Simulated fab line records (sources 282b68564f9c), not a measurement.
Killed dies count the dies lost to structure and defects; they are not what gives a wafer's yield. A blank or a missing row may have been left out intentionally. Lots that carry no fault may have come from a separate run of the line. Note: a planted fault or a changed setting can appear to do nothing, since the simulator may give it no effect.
Comparing a struck lot with a sound one + flow ritCmos + 18 steps out of a route of 202
Sound: these wafers, L965.1, L965.4, L965.5. The struck wafers were L962.1, L962.5, L962.6. The cause is named last.
At each step with rows: each side's tool, then ch and its chambers, then its first start. Under that, the readings that differ: sound wafers + struck wafers + difference of the means + sigmas: that difference in standard deviations of wafers without a fault.
alike: readings with means less than 2 such deviations apart, plus words and numbers identical on both sides. not compared: withheld readings, readings lacking a value on some wafer, bounds such as >300 that could conceal the same value, and numbers that have no deviation in the record and whose values overlap.
A row with sigmas, a row that says differs or no value, or rows on one side alone: a step with any of these is where the two part. Numbers that don't overlap but have no deviation are shown without sigmas and don't part them. Lack of a reading on every wafer of one side parts them only where that side has two or more wafers.

first, 4 steps without rows for these wafers: RIT_NRETRO_SOFTBAKE_02 (time 60 s); RIT_NRETRO_EXPOSE_03 (exposes mask M4, target cd 43900 nm); RIT_NRETRO_PEB_04; RIT_NRETRO_DEVELOP_05 (develop time 68 s).
RIT_NRETRO_OVL_MEAS_06:
  struck on overlay-02, day 4 23:16; sound on overlay-01, day 5 13:34
  alike: NRETRO_OVL
then, 2 steps without rows for these wafers: RIT_NRETRO_HARDBAKE_07 (time 120 s); RIT_NRETRO_IMPLANT_08.
RIT_NRETRO_STRIP_09: strips in O2, time 180 s.
  sound on plasmaAsher-01 ch 0, day 5 13:59; struck on plasmaAsher-03 ch 0,1, day 4 23:42
  alike: drypumpMotorCurrentA
  not compared: rfHoursCounterH
RIT_NRETRO_TW_MEAS_10:
  struck on filmMetro-03, day 4 23:52; sound on filmMetro-02, day 5 14:10
  alike: NRETRO_TW
then, 3 steps without rows for these wafers: RIT_PRETRO_HMDS_00 (prime time 60 s); RIT_PRETRO_COAT_01 (resist thk 1300 nm); RIT_PRETRO_SOFTBAKE_02 (time 60 s).
RIT_PRETRO_EXPOSE_03: exposes mask M5, target cd 43700 nm.
  sound on ilineStepper-02 ch 0, day 5 14:41; struck on ilineStepper-01 ch 0, day 5 00:23
| reading                      | sound                   | struck               | difference | sigmas |
|------------------------------|-------------------------|----------------------|------------|--------|
| model.PRETRO.overlayXNm (nm) | -0.2214 -0.2214 -0.2214 | -149.8 -149.8 -149.8 | -149.6     |        |
  alike: mask, focusOffsetNm
then, 2 steps without rows for these wafers: RIT_PRETRO_PEB_04; RIT_PRETRO_DEVELOP_05 (develop time 68 s).
RIT_PRETRO_OVL_MEAS_06:
  struck on overlay-02, day 5 00:49; sound on overlay-01, day 5 15:07
| reading         | sound       | struck               | difference | sigmas |
|-----------------|-------------|----------------------|------------|--------|
| PRETRO_OVL (nm) | 3.4 1.6 0.4 | -149.3 -148.6 -150.6 | -151.3     | -95    |
then, 1 step without rows for these wafers: RIT_PRETRO_HARDBAKE_07 (time 120 s).
RIT_M1_PROBE_99:
  struck on prober-01, day 6 05:14; sound on prober-01, day 6 17:45
  alike: killedAtFrontEnd, killedDies, killedOnRim, killedOpen, killedShort
  not compared: model.etest.retroEdgeNmos.offLog10AUm, model.etest.retroEdgePmos.offLog10AUm

WHERE THEY PART
Within this record, at RIT_PRETRO_OVL_MEAS_06 only. Later steps at which nothing parts them and some readings are alike: RIT_M1_PROBE_99.

WHY: what the simulator had put in
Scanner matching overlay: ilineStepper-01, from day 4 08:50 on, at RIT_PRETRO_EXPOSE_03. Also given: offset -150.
